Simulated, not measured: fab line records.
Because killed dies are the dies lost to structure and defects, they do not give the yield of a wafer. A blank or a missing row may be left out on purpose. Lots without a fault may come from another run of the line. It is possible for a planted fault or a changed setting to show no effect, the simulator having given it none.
A struck lot beside a sound one	flow berkeleyCmos170	43 out of 331 route steps
Sound: wafers L867.1, L867.5, L867.6. Wafers struck: L868.2, L868.3, L868.6. At the end, the cause is stated.
Order at every step that has rows: each side's tool, ch and its chambers, its first start. Under that, the readings that differ: sound wafers	struck wafers	difference of the means	sigmas: that difference in standard deviations of wafers without a fault.
alike: same words and numbers on both sides, and readings whose means sit less than 2 such deviations apart. not compared: any withheld reading, any reading some wafer has no value for, any bound like >300 that may hide the same value, and any number with overlapping values for which the record gives no deviation.
A row with sigmas, a row that says differs or no value, or rows on one side alone: a step with any of these is where the two part. When numbers do not overlap yet have no deviation, they are printed without sigmas and do not part them. Lack of a reading on every wafer of one side parts them only where that side has two or more wafers.

first, 1 step without rows for these wafers: UCB170_PLDD_IMPLANT_09.
UCB170_PLDD_STRIP_10: strips in O2.
  sound on plasmaAsher-01 ch 0,1, day 7 11:08; struck on plasmaAsher-02 ch 0,1, day 7 19:13
  alike: drypumpMotorCurrentA, oesProductAu, stripTimeToEndpointS
  not compared: rfHoursCounterH
UCB170_PLDD_TW_MEAS_11:
  sound on filmMetro-01 at day 7 11:14; struck on filmMetro-01 at day 7 19:20
  alike: PLDD_TW
then, 7 steps without rows for these wafers: UCB170_PLDD_CLEAN_12 (cleans in SPM, time 600 s); UCB170_NLDD_HMDS_00 (prime time 60 s); UCB170_NLDD_COAT_01 (resist thk 900 nm); UCB170_NLDD_SOFTBAKE_02 (time 60 s); UCB170_NLDD_EXPOSE_03 (exposes mask NSELECT, target cd 1200 nm); UCB170_NLDD_PEB_04; UCB170_NLDD_DEVELOP_05 (develop time 45 s).
UCB170_NLDD_CD_MEAS_06: the cd target is 1200 nm.
  sound on cdSem-02 at day 7 13:41; struck on cdSem-01 at day 7 20:49
  alike: cdNm
UCB170_NLDD_OVL_MEAS_07:
  sound on overlay-02 at day 7 13:48; struck on overlay-01 at day 7 20:56
  alike: NLDD_OVL
UCB170_NLDD_IMPLANT_08:
  sound on implanter-04 ch 0, day 7 13:50; struck on implanter-01 ch 0, day 7 20:59
reading	sound	struck	difference	sigmas
implantIonAmu	75 75 75	49 49 49	-26	
model.implant.drpNm (nm)	9.611 9.611 9.611	12.97 12.97 12.97	+3.36	
model.implant.rpNm (nm)	21.51 21.51 21.51	24.79 24.79 24.79	+3.28	
  alike: doseIonsCm2
following that, these wafers have no rows for 1 step: UCB170_NLDD_IMPLANT_09.
UCB170_NLDD_STRIP_10: strips in O2.
  sound on plasmaAsher-02 ch 0,1, day 7 14:08; struck on plasmaAsher-02 ch 0,1, day 7 21:16
  alike: drypumpMotorCurrentA, oesProductAu, stripTimeToEndpointS
  not compared: rfHoursCounterH
UCB170_NLDD_TW_MEAS_11:
  sound on filmMetro-04 at day 7 14:14; struck on filmMetro-01 at day 7 21:22
reading	sound	struck	difference	sigmas
NLDD_TW	2246 2255 2236	1922 1915 1914	-329	-16
then, 1 step without rows for these wafers: UCB170_NLDD_CLEAN_12 (cleans in SPM, time 600 s).
UCB170_SPACER_CVD_00: deposits SiO2 from TEOS/O2, target thk 376 nm, time 47 s.
  sound on pecvd-02 ch 0,1,2, day 7 14:29; struck on pecvd-04 ch 0,1,2, day 7 21:35
  alike: heaterPowerW, rfFwdPowerW, susceptorTempC
UCB170_SPACER_THK_MEAS_01:
  sound on filmMetro-02 at day 7 14:31; struck on filmMetro-01 at day 7 21:39
  alike: SPACER_TEOS_THK
then, 1 step without rows for these wafers: UCB170_SPACER_ANNEAL_02 (time 1800 s).
UCB170_SPACER_ETCHBACK_03: etches SiO2 in CHF3/CF4/Ar, stops on Si, target depth 376 nm, time 100 s.
  sound on rieDiel-01 ch 0,1, day 7 16:13; struck on rieDiel-04 ch 1,3, day 8 00:29
  alike: drypumpMotorCurrentA, oesProductAu, rfFwdPowerW, throttleValvePct
  not compared: rfHoursCounterH
then, 6 steps without rows for these wafers: UCB170_PSD_HMDS_00 (prime time 60 s); UCB170_PSD_COAT_01 (resist thk 900 nm); UCB170_PSD_SOFTBAKE_02 (time 60 s); UCB170_PSD_EXPOSE_03 (exposes mask PSELECT MOD, target cd 1200 nm); UCB170_PSD_PEB_04; UCB170_PSD_DEVELOP_05 (develop time 45 s).
UCB170_PSD_CD_MEAS_06: the cd target is 1200 nm.
  sound on cdSem-01 at day 7 17:53; struck on cdSem-02 at day 8 01:58
  alike: cdNm
UCB170_PSD_OVL_MEAS_07:
  sound on overlay-01 at day 7 18:01; struck on overlay-02 at day 8 02:05
reading	sound	struck	difference	sigmas
PSD_OVL (nm)	11 9 11	-1 -7 0	-13	-3
following that, these wafers have no rows for 1 step: UCB170_PSD_IMPLANT_08.
UCB170_PSD_STRIP_09: strips in O2.
  sound on plasmaAsher-02 ch 0,1, day 7 18:12; struck on plasmaAsher-04 ch 0,1, day 8 02:16
  alike: drypumpMotorCurrentA, oesProductAu, stripTimeToEndpointS
  not compared: rfHoursCounterH
UCB170_PSD_TW_MEAS_10:
  sound on filmMetro-04 at day 7 18:18; struck on filmMetro-04 at day 8 02:22
  alike: PSD_TW
then, 7 steps without rows for these wafers: UCB170_PSD_CLEAN_11 (cleans in SPM, time 600 s); UCB170_NSD_HMDS_00 (prime time 60 s); UCB170_NSD_COAT_01 (resist thk 900 nm); UCB170_NSD_SOFTBAKE_02 (time 60 s); UCB170_NSD_EXPOSE_03 (exposes mask NSELECT MOD, target cd 1200 nm); UCB170_NSD_PEB_04; UCB170_NSD_DEVELOP_05 (develop time 45 s).
UCB170_NSD_CD_MEAS_06: the cd target is 1200 nm.
  sound on cdSem-01 at day 7 20:26; struck on cdSem-01 at day 8 04:19
  alike: cdNm
UCB170_NSD_OVL_MEAS_07:
  sound on overlay-01 at day 7 20:33; struck on overlay-02 at day 8 04:26
  alike: NSD_OVL
following that, these wafers have no rows for 1 step: UCB170_NSD_IMPLANT_08.
UCB170_SDANNEAL_RS_MEAS_05: uses a four-point probe to measure.
  sound on filmMetro-02 at day 7 22:28; struck on filmMetro-04 at day 8 06:38
reading	sound	struck	difference	sigmas
NLDD_RS (ohm/sq)	614.1 615.2 613.8	- - -	no value on the struck wafers	

== WHERE THEY PART ==
Earliest at UCB170_NLDD_TW_MEAS_11; latest, in this record, at UCB170_SDANNEAL_RS_MEAS_05.

WHY: the cause the simulator had injected
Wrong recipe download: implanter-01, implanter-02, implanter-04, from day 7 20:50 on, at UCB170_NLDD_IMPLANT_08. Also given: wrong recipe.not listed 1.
